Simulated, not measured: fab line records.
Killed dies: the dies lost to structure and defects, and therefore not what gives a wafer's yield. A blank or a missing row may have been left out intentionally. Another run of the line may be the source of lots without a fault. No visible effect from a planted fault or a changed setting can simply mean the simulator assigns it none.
The tool behind it: which one? -- flow berkeleyCmos170 -- 39 wafers from 13 lots sampled at 5 of the route's 331 steps

## WHAT THE GAUGES READ, wafer by wafer
UCB170_PWELL_THK_MEAS_03.
lot,measured,on,PWELL_OXIDE_THK (nm)
L369,day 3 05:43,filmMetro-03,26.4 26.2 26.2
L370,day 3 13:56,filmMetro-03,27.5 27.2 27.4
L371,day 3 13:58,filmMetro-01,27.6 27.3 26.7
L372,day 3 13:58,filmMetro-02,27.1 26.9 26.7
L373,day 3 20:41,filmMetro-03,25.8 25.7 25.7
L374,day 3 20:41,filmMetro-01,26.1 26.4 26.4
L376,day 4 10:09,filmMetro-03,26.1 26.2 26.1
L378,day 4 23:16,filmMetro-03,25.9 26.2 26.2
L379,day 5 08:17,filmMetro-01,26.9 26.4 26.1
L382,day 5 21:44,filmMetro-01,27.2 27.3 26.6
L383,day 5 21:44,filmMetro-03,25.8 26.6 25.6
L384,day 6 08:56,filmMetro-02,26.7 27.0 26.6
L385,day 6 08:56,filmMetro-03,27.1 26.4 26.7

UCB170_ACTIVE_CD_MEAS_13 targets a cd of 1200 nm.
lot,measured,on,cdNm (nm)
L369,day 5 08:19,cdSem-02,1197.8 1198.8 1199.8
L370,day 5 16:16,cdSem-01,1198.9 1199.2 1198.7
L371,day 5 16:01,cdSem-01,1201.0 1199.7 1200.2
L372,day 5 16:10,cdSem-01,1200.9 1200.7 1200.3
L373,day 5 16:31,cdSem-01,1199.0 1198.8 1199.1
L374,day 5 15:47,cdSem-01,1200.4 1200.1 1199.7
L376,day 5 23:50,cdSem-01,1200.2 1201.6 1200.5
L378,day 6 21:49,cdSem-02,1199.2 1199.3 1199.0
L379,day 7 05:02,cdSem-02,1199.1 1199.3 1201.6
L382,day 7 14:47,cdSem-02,1200.0 1200.1 1201.2
L383,day 7 14:32,cdSem-02,1201.8 1200.6 1200.8
L384,day 8 05:09,cdSem-02,1202.7 1201.5 1201.7
L385,day 8 04:56,cdSem-02,1284.6 1285.0 1285.3

## EACH LOT AND THE TOOL THAT RAN IT (in order: tool; ch and the chambers of the sampled wafers; start)
lot,UCB170_ZERO_STRIP_07,UCB170_NWELL_ETCH_13,UCB170_ACTIVE_EXPOSE_10
L369,"plasmaAsher-01 ch 0,1, day 2 02:43","rieDiel-02 ch 0,3, day 2 20:23","krfScanner-01 ch 0, day 5 07:56"
L370,"plasmaAsher-03 ch 0,1, day 2 11:38","rieDiel-01 ch 0,1,2, day 3 02:23","krfScanner-01 ch 0, day 5 15:21"
L371,"plasmaAsher-01 ch 0,1, day 2 11:46","rieDiel-02 ch 0,2,3, day 3 02:29","krfScanner-01 ch 0, day 5 15:07"
L372,"plasmaAsher-03 ch 0,1, day 2 12:01","rieDiel-03 ch 0,1,3, day 3 02:22","krfScanner-01 ch 0, day 5 15:15"
L373,"plasmaAsher-04 ch 0,1, day 2 19:29","rieDiel-01 ch 0,1,3, day 3 10:58","krfScanner-01 ch 0, day 5 15:36"
L374,"plasmaAsher-01 ch 0,1, day 2 19:43","rieDiel-02 ch 0,2,3, day 3 11:04","krfScanner-01 ch 0, day 5 15:00"
L376,"plasmaAsher-03 ch 0,1, day 3 05:28","rieDiel-03 ch 0,2,3, day 3 17:19","krfScanner-02 ch 0, day 5 23:25"
L378,"plasmaAsher-04 ch 0,1, day 3 17:55","rieDiel-01 ch 1,2,3, day 4 10:40","krfScanner-02 ch 0, day 6 21:25"
L379,"plasmaAsher-04 ch 0,1, day 3 23:28","rieDiel-02 ch 0,1,2, day 4 18:18","krfScanner-02 ch 0, day 7 04:39"
L382,"plasmaAsher-04 ch 0,1, day 4 20:31","rieDiel-02 ch 2,3, day 5 12:41","krfScanner-02 ch 0, day 7 14:14"
L383,"plasmaAsher-01 ch 0,1, day 4 20:46","rieDiel-01 ch 0,2,3, day 5 12:24","krfScanner-02 ch 0, day 7 14:02"
L384,"plasmaAsher-04 ch 0,1, day 5 05:06","rieDiel-02 ch 0,3, day 5 21:48","krfScanner-01 ch 0, day 8 04:29"
L385,"plasmaAsher-01 ch 0,1, day 5 05:13","rieDiel-03 ch 0,3, day 5 22:05","krfScanner-02 ch 0, day 8 04:10"
- UCB170_ZERO_STRIP_07: strips in O2.
- UCB170_NWELL_ETCH_13: etches Si3N4 in CH3F/Ar/O2, stops on SiO2, target depth 246.4 nm, time 154 s.
- UCB170_ACTIVE_EXPOSE_10: exposes mask ACTIVE, target cd 1200 nm.

## AS READ BY THE TOOLS THEMSELVES (means over the sampled wafers that have a number; for cases with no such wafer, the mark the record gives instead)
UCB170_ZERO_STRIP_07.
lot,tool,drypumpMotorCurrentA (A),oesProductAu (a.u.),stripTimeToEndpointS (s)
L369,plasmaAsher-01,5.43,0.723,21.38
L370,plasmaAsher-03,5.73,0.724,21.38
L371,plasmaAsher-01,5.30,0.728,21.50
L372,plasmaAsher-03,5.68,0.724,21.52
L373,plasmaAsher-04,5.23,0.731,21.48
L374,plasmaAsher-01,5.46,0.732,21.44
L376,plasmaAsher-03,5.72,0.728,21.52
L378,plasmaAsher-04,5.27,0.726,21.31
L379,plasmaAsher-04,5.14,0.725,21.30
L382,plasmaAsher-04,5.13,0.725,21.36
L383,plasmaAsher-01,5.31,0.726,21.43
L384,plasmaAsher-04,5.23,0.728,21.39
L385,plasmaAsher-01,5.32,0.725,21.52

UCB170_NWELL_ETCH_13.
lot,tool,drypumpMotorCurrentA (A),oesProductAu (a.u.),throttleValvePct (%)
L369,rieDiel-02,5.5,0.943,8.05
L370,rieDiel-01,5.4,0.954,8.05
L371,rieDiel-02,5.6,0.937,8.09
L372,rieDiel-03,5.5,0.933,8.02
L373,rieDiel-01,5.0,0.948,8.00
L374,rieDiel-02,5.6,0.947,8.08
L376,rieDiel-03,5.8,0.937,7.98
L378,rieDiel-01,5.2,0.947,8.04
L379,rieDiel-02,5.7,0.939,8.17
L382,rieDiel-02,5.3,0.934,8.06
L383,rieDiel-01,5.5,0.955,8.00
L384,rieDiel-02,5.2,0.928,8.03
L385,rieDiel-03,5.7,0.918,7.93

## THE ANSWER, worked out from the rows above alone
Rule: usual is defined by the lots themselves. Put in order of their means at a reading, lots are off if they are a third of the lots or fewer, leave a main group of 4 or more, and stand apart from it by a gap of 3 or more times the standard deviation of the main group's means; of several such gaps the widest counts. A main group whose means are all the same, to the digits that the tables above print for the reading, isn't used. Also off: a lot with no number at a reading for which 4 or more lots have one. All remaining lots with rows at the step are treated as sound. The gauges are gone through in route order, then the tools' own readings, and for those a lot's mean is taken as printed above. The first step at which some lot is off is used, and at that step the reading that is off furthest; a lot without a number counts as furthest.
Off: L385 (UCB170_ACTIVE_CD_MEAS_13, cdNm). For the main group the mean is 1200.1 nm and the standard deviation 0.94.
A tool fits if, at a process step before that reading, it ran every lot that is off, and no sound lot after the first of them. The gauges at UCB170_ACTIVE_CD_MEAS_13 are tried like those tools. Can't be told from this: 3 tools fit, plasmaAsher-01 at UCB170_ZERO_STRIP_07, rieDiel-03 at UCB170_NWELL_ETCH_13, krfScanner-02 at UCB170_ACTIVE_EXPOSE_10.

## WHAT HAD BEEN PUT IN BY THE SIMULATOR
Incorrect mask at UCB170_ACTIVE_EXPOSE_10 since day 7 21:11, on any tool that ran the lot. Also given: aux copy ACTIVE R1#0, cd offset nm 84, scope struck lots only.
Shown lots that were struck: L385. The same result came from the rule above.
